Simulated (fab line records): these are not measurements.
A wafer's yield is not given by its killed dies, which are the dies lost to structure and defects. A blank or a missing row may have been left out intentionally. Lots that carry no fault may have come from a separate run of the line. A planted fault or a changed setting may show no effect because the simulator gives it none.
The same fault as seen by 2 desks :: flow berkeley_cmos170 :: each desk has only its own numbers; what lay behind them comes last

FROM THE METROLOGY DESK
What the gauges read, lot by lot, whatever tool the lot ran on: means of the sampled wafers that have a number. If a lot's mean is further than 4 standard deviations from the usual mean, the lot is out of limits and carries the mark OUT (the distance appears in the brackets).
Columns: A = START_OXIDE_THK at UCB170_START_THK_MEAS_03, usual 20.1 nm; B = cd_nm at UCB170_ACTIVE_CD_MEAS_13, usual 1199.6 nm
lot: L949
first seen here: day 1 15:32
A: 20.5
B: 1198.9

lot: L950
first seen here: day 1 17:38
A: 19.4
B: 1200.3

lot: L952
first seen here: day 2 04:28
A: 20.9
B: 1199.3

lot: L953
first seen here: day 2 09:59
A: 19.9
B: 1200.3

lot: L954
first seen here: day 2 15:11
A: 20.2
B: 1200.9

lot: L955
first seen here: day 2 19:29
A: 20.6
B: 1200.4

lot: L956
first seen here: day 3 00:50
A: 20.2
B: 1200.4

lot: L957
first seen here: day 3 06:35
A: 19.7
B: 1197.5

lot: L958
first seen here: day 3 12:26
A: 19.9
B: 1200.7

lot: L960
first seen here: day 3 23:11
A: 17.4 (-6.4) OUT
B: 1199.3

lot: L962
first seen here: day 4 07:11
A: 17.8 (-5.5) OUT
B: 1197.1

lot: L966
first seen here: day 5 02:07
A: 20.3
B: 1197.6

lot: L971
first seen here: day 6 04:53
A: 20.0
B: 1200.3

lot: L972
first seen here: day 6 09:41
A: 19.8
B: 1200.4
This desk finds L960, L962 out of limits, with the earliest case on L960 at day 3 23:11 (START_OXIDE_THK at UCB170_START_THK_MEAS_03). Within limits: L949, L950, L952, L953, L954, L955, L956, L957, L958, L966, L971, L972.

TOOL OWNER'S DESK, furnace-03
The tool's own readings at UCB170_START_OXIDATION_02 (target thk 20 nm, ox time 1800 s): means of the sampled wafers that have a number, for each lot that ran on this tool. If a lot's mean is further than 4 standard deviations from the usual mean, the lot is out of limits and carries the mark OUT (the distance appears in the brackets).
Columns: A = zone_power_centre_pct at UCB170_START_OXIDATION_02, usual 45.2 %
lot: L952
first seen here: day 2 02:58
A: 45.7

lot: L955
first seen here: day 2 17:59
A: 45.5

lot: L957
first seen here: day 3 05:05
A: 45.6

lot: L958
first seen here: day 3 10:56
A: 45.4

lot: L960
first seen here: day 3 21:41
A: 45.7

lot: L962
first seen here: day 4 05:41
A: 45.6
This desk's verdict: no lot among the 6 shows anything out of limits.

ALL TOGETHER
On L960, L962, the metrology desk was in a position to raise an alarm at day 3 23:11.
The desk of the tool owner found nothing out of limits.
On record at the tool owner's desk: L960, L962, within its limits.
Of the lots named, all ran UCB170_START_OXIDATION_02 on furnace-03.

WHAT THE SIMULATOR HAD INSERTED
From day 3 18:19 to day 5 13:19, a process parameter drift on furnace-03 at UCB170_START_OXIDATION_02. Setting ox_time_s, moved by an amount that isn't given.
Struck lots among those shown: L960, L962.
Per desk, hours elapsed from the start of the fault to the first reading out of limits: for the metrology desk, 5.
